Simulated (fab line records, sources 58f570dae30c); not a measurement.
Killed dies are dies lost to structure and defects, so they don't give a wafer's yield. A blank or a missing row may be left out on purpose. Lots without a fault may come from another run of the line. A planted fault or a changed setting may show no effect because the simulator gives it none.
Chamber matching | flow berkeley_cmos170 | UCB170_V2_CVD_00 on pecvd-02: 3 sister chambers
The step deposits SiO2 from TEOS/O2, target thk 2000 nm, time 250 s. 3 wafers are shown with their chamber, then 7 later ones without.

WAFERS WITH THEIR CHAMBER
wafer  | chamber | heater_power_w (W)
L599.6 | 0       | 242
L612.2 | 2       | 263
L612.3 | 1       | 258

WAFERS WITHOUT THEIR CHAMBER
wafer  | heater_power_w (W)
L612.5 | 325
L615.2 | 231
L615.3 | 285
L615.6 | 169
L616.1 | 312
L616.2 | 295
L616.3 | 212

WHICH CHAMBER EACH WENT THROUGH
wafer  | from the rows above          | in truth
L612.5 | can't be placed: 2 or 1 or 0 | 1
L615.2 | can't be placed: 0 or 1 or 2 | 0
L615.3 | can't be placed: 2 or 1 or 0 | 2
L615.6 | can't be placed: 0 or 1 or 2 | 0
L616.1 | can't be placed: 2 or 1 or 0 | 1
L616.2 | can't be placed: 2 or 1 or 0 | 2
L616.3 | can't be placed: 0 or 1 or 2 | 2
Placed correctly: 0 of 7. Can't be placed from these rows: 7 (the true chamber is among the candidates in 7). Placed wrongly: 0.
How it was worked out, from the rows above alone: a wafer's distance from a chamber is the root of the sum, over the readings, of the square of ((its reading less the chamber's mean) divided by the reading's scatter). The wafer belongs to the nearest chamber; if the next one is less than 2 further off, it can't be placed. A chamber's mean is the mean of its shown wafers. The scatter: with one shown wafer a chamber, the root of the mean of the squares of how far each hidden wafer lies from its nearest shown one.
